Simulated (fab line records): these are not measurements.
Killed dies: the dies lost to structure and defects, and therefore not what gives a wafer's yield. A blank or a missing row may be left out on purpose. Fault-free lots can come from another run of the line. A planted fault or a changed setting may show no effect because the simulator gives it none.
Split-lot experiment / flow berkeley_cmos170 / on a route of 331 steps: 5 lots, 23 wafers read

## THE SPLIT
At UCB170_PSD_COAT_01 (resist thk 900 nm), the setting resist_thk_nm was moved away from the recipe's 900 nm on 4 of the 23 wafers read, by -2.9% to -1.9%. For the rest of the wafers, this setting stayed at what the recipe calls for.

The reading comes from the split's own step.

## THE READING
KrF_of_PSD_COAT_01.thk_nm (the simulator's own value, which no gauge read), in nm, at UCB170_PSD_COAT_01 (resist thk 900 nm). There is no usual value for it anywhere in the file. Average 899.5 nm, standard deviation 1.9 nm, over the 19 wafers here run with the recipe.

wafer=L077.1; tool, chamber at the split=litho_track-01, 0; resist_thk_nm as run, nm=900; against the recipe=recipe; KrF_of_PSD_COAT_01.thk_nm, nm=899.9; against lot-mates on the recipe=-
wafer=L077.2; tool, chamber at the split=litho_track-01, 0; resist_thk_nm as run, nm=883.1; against the recipe=-1.9%; KrF_of_PSD_COAT_01.thk_nm, nm=885.9; against lot-mates on the recipe=-13.5
wafer=L077.3; tool, chamber at the split=litho_track-01, 0; resist_thk_nm as run, nm=900; against the recipe=recipe; KrF_of_PSD_COAT_01.thk_nm, nm=898.9; against lot-mates on the recipe=-
wafer=L077.5; tool, chamber at the split=litho_track-01, 0; resist_thk_nm as run, nm=900; against the recipe=recipe; KrF_of_PSD_COAT_01.thk_nm, nm=899.3; against lot-mates on the recipe=-
wafer=L077.6; tool, chamber at the split=litho_track-01, 0; resist_thk_nm as run, nm=883.1; against the recipe=-1.9%; KrF_of_PSD_COAT_01.thk_nm, nm=881.6; against lot-mates on the recipe=-17.8
wafer=L078.1; tool, chamber at the split=litho_track-01, 0; resist_thk_nm as run, nm=900; against the recipe=recipe; KrF_of_PSD_COAT_01.thk_nm, nm=896.9; against lot-mates on the recipe=-
wafer=L078.4; tool, chamber at the split=litho_track-01, 0; resist_thk_nm as run, nm=900; against the recipe=recipe; KrF_of_PSD_COAT_01.thk_nm, nm=898.5; against lot-mates on the recipe=-
wafer=L078.5; tool, chamber at the split=litho_track-01, 0; resist_thk_nm as run, nm=900; against the recipe=recipe; KrF_of_PSD_COAT_01.thk_nm, nm=899.1; against lot-mates on the recipe=-
wafer=L082.1; tool, chamber at the split=litho_track-01, 0; resist_thk_nm as run, nm=900; against the recipe=recipe; KrF_of_PSD_COAT_01.thk_nm, nm=902.6; against lot-mates on the recipe=-
wafer=L082.2; tool, chamber at the split=litho_track-01, 0; resist_thk_nm as run, nm=900; against the recipe=recipe; KrF_of_PSD_COAT_01.thk_nm, nm=899.8; against lot-mates on the recipe=-
wafer=L082.3; tool, chamber at the split=litho_track-01, 0; resist_thk_nm as run, nm=900; against the recipe=recipe; KrF_of_PSD_COAT_01.thk_nm, nm=900.2; against lot-mates on the recipe=-
wafer=L082.5; tool, chamber at the split=litho_track-01, 0; resist_thk_nm as run, nm=900; against the recipe=recipe; KrF_of_PSD_COAT_01.thk_nm, nm=899.6; against lot-mates on the recipe=-
wafer=L082.6; tool, chamber at the split=litho_track-01, 0; resist_thk_nm as run, nm=900; against the recipe=recipe; KrF_of_PSD_COAT_01.thk_nm, nm=899; against lot-mates on the recipe=-
wafer=L081.1; tool, chamber at the split=litho_track-01, 0; resist_thk_nm as run, nm=874.2; against the recipe=-2.9%; KrF_of_PSD_COAT_01.thk_nm, nm=878; against lot-mates on the recipe=-24.3
wafer=L081.2; tool, chamber at the split=litho_track-01, 0; resist_thk_nm as run, nm=874.2; against the recipe=-2.9%; KrF_of_PSD_COAT_01.thk_nm, nm=874.9; against lot-mates on the recipe=-27.4
wafer=L081.3; tool, chamber at the split=litho_track-01, 0; resist_thk_nm as run, nm=900; against the recipe=recipe; KrF_of_PSD_COAT_01.thk_nm, nm=902.5; against lot-mates on the recipe=-
wafer=L081.6; tool, chamber at the split=litho_track-01, 0; resist_thk_nm as run, nm=900; against the recipe=recipe; KrF_of_PSD_COAT_01.thk_nm, nm=902.5; against lot-mates on the recipe=-
wafer=L081.4; tool, chamber at the split=litho_track-01, 0; resist_thk_nm as run, nm=900; against the recipe=recipe; KrF_of_PSD_COAT_01.thk_nm, nm=902; against lot-mates on the recipe=-
wafer=L085.1; tool, chamber at the split=litho_track-02, 0; resist_thk_nm as run, nm=900; against the recipe=recipe; KrF_of_PSD_COAT_01.thk_nm, nm=897.5; against lot-mates on the recipe=-
wafer=L085.2; tool, chamber at the split=litho_track-02, 0; resist_thk_nm as run, nm=900; against the recipe=recipe; KrF_of_PSD_COAT_01.thk_nm, nm=897.6; against lot-mates on the recipe=-
wafer=L085.3; tool, chamber at the split=litho_track-02, 0; resist_thk_nm as run, nm=900; against the recipe=recipe; KrF_of_PSD_COAT_01.thk_nm, nm=901.7; against lot-mates on the recipe=-
wafer=L085.4; tool, chamber at the split=litho_track-02, 0; resist_thk_nm as run, nm=900; against the recipe=recipe; KrF_of_PSD_COAT_01.thk_nm, nm=896.6; against lot-mates on the recipe=-
wafer=L085.5; tool, chamber at the split=litho_track-02, 0; resist_thk_nm as run, nm=900; against the recipe=recipe; KrF_of_PSD_COAT_01.thk_nm, nm=897; against lot-mates on the recipe=-

THE FIT
A straight line over all 23 wafers: KrF_of_PSD_COAT_01.thk_nm changes by +8.15 nm for each +1% of resist_thk_nm; r = +0.97; the points scatter about the line by 2 nm.
The same after taking each lot's own level away (the mean of its wafers on the recipe; 23 wafers): +8.83 nm for each +1%; r = +0.99; scatter 1.5 nm.
On that fit, the largest move of resist_thk_nm shifts the reading by 25 nm.
The lots' own levels span 898.08 to 902.33 nm, that is 2.2 times the standard deviation above.
The two slopes are in agreement: the lot-to-lot level therefore moves the slope only a little.
Check: -25.8 nm against its lot-mates is what the line predicts for one of the wafers moved furthest among these (-2.9%) when that wafer is left out of the fit. Against them it came out at -24.3 nm.

## OTHER SPLITS APPLIED TO THESE WAFERS
Other splits were also applied to these wafers ahead of the reading. Each is held against what the fit with the lots' levels taken away leaves over:
other split on the same wafers=UCB170_ZERO_COAT_01 resist_thk_nm; wafers away from the commonest value=10; r with KrF_of_PSD_COAT_01.thk_nm (lot level and that fit taken away)=-0.25
other split on the same wafers=UCB170_ZERO_PEB_04 peb_temp_c; wafers away from the commonest value=8; r with KrF_of_PSD_COAT_01.thk_nm (lot level and that fit taken away)=+0.30
other split on the same wafers=UCB170_NWELL_CVD_04 sih2cl2_flow_sccm; wafers away from the commonest value=10; r with KrF_of_PSD_COAT_01.thk_nm (lot level and that fit taken away)=-0.14
other split on the same wafers=UCB170_PWELL_ETCH_14 rf_w; wafers away from the commonest value=10; r with KrF_of_PSD_COAT_01.thk_nm (lot level and that fit taken away)=-0.14
other split on the same wafers=UCB170_ACTIVE_COAT_08 resist_thk_nm; wafers away from the commonest value=9; r with KrF_of_PSD_COAT_01.thk_nm (lot level and that fit taken away)=-0.01
other split on the same wafers=UCB170_ACTIVE_ETCH_15 time_s; wafers away from the commonest value=9; r with KrF_of_PSD_COAT_01.thk_nm (lot level and that fit taken away)=+0.18
other split on the same wafers=UCB170_FIELD_OXIDATION_01 temp_c; wafers away from the commonest value=10; r with KrF_of_PSD_COAT_01.thk_nm (lot level and that fit taken away)=+0.15
other split on the same wafers=UCB170_PVT_IMPLANT_07 energy_kev; wafers away from the commonest value=8; r with KrF_of_PSD_COAT_01.thk_nm (lot level and that fit taken away)=-0.33
other split on the same wafers=UCB170_PLDD_EXPOSE_03 dose_mj; wafers away from the commonest value=5; r with KrF_of_PSD_COAT_01.thk_nm (lot level and that fit taken away)=+0.24

## FILE'S OWN FIT
KrF_of_PSD_COAT_01.thk_nm changes by +8.8 nm for each +1% of resist_thk_nm, r = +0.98.
